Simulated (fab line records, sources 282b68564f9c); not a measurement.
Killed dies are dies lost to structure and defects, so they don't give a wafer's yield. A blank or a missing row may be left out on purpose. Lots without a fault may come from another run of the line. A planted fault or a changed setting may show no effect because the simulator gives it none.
A struck lot beside a sound one | flow rit_cmos | 14 steps out of a route of 202
Sound: wafers L410.1, L410.4, L410.6. Struck: wafers L419.1, L419.2, L419.6. The cause comes at the end.
At each step with rows: each side's tool, then ch and its chambers, then its first start. Under that, the readings that differ: sound wafers | struck wafers | difference of the means | sigmas: that difference in standard deviations of wafers without a fault.
alike: readings whose means differ by less than 2 such deviations, and words and numbers that are the same on both sides. not compared: withheld readings, readings that some wafer has no value for, bounds like >300 that may hide the same value, and numbers for which the record gives no deviation and whose values overlap.
The two part at a step that has a row with sigmas, a row that says differs or no value, or rows on one side only. Numbers that don't overlap but have no deviation are shown without sigmas and don't part them. A reading that every wafer of one side lacks parts them only if that side has two wafers or more.

first, 1 step without rows for these wafers: RIT_NWELL_IMPLANT_08.
RIT_NWELL_STRIP_09: strips in O2, time 180 s.
  sound on plasma_asher-02 ch 0, day 2 17:43; struck on plasma_asher-02 ch 0,1, day 4 15:52
  alike: chamber_pressure_mTorr, drypump_motor_current_A
  not compared: rf_hours_counter_h
RIT_NWELL_TW_MEAS_10:
  sound on film_metro-02, day 2 17:54; struck on film_metro-01, day 4 16:02
  reading  | sound          | struck         | difference | sigmas
  NWELL_TW | 2160 2158 2161 | 2119 2113 2109 | -46        | -2
then, 6 steps without rows for these wafers: RIT_PWELL_HMDS_00 (prime time 60 s); RIT_PWELL_COAT_01 (resist thk 1300 nm); RIT_PWELL_SOFTBAKE_02 (time 60 s); RIT_PWELL_EXPOSE_03 (exposes mask M3, target cd 43700 nm); RIT_PWELL_PEB_04; RIT_PWELL_DEVELOP_05 (develop time 68 s).
RIT_PWELL_OVL_MEAS_06:
  sound on overlay-01, day 2 19:02; struck on overlay-02, day 4 16:59
  alike: PWELL_OVL
then, 2 steps without rows for these wafers: RIT_PWELL_HARDBAKE_07 (time 120 s); RIT_PWELL_IMPLANT_08.
RIT_PWELL_STRIP_09: strips in O2, time 180 s.
  sound on plasma_asher-02 ch 0,1, day 2 19:29; struck on plasma_asher-04 ch 0,1, day 4 17:25
  no value came back on the struck wafers for chamber_pressure_mTorr (mTorr), drypump_motor_current_A (A), time_s (s); on the sound wafers chamber_pressure_mTorr (mTorr) reads 4004 4001 3998
  reading                                    | sound | struck         | difference | sigmas
  model.NOVOLAK_of_PWELL_COAT_01.thk_nm (nm) | 0 0 0 | 1140 1140 1136 | +1139      |
  not compared: rf_hours_counter_h
RIT_PWELL_TW_MEAS_10:
  sound on film_metro-01, day 2 19:39; struck on film_metro-04, day 4 17:36
  reading  | sound       | struck      | difference | sigmas
  PWELL_TW | 937 935 940 | 968 967 968 | +30        | +3

WHERE THEY PART
First at RIT_NWELL_TW_MEAS_10; last, within this record, at RIT_PWELL_TW_MEAS_10.

WHY: what the simulator had put in
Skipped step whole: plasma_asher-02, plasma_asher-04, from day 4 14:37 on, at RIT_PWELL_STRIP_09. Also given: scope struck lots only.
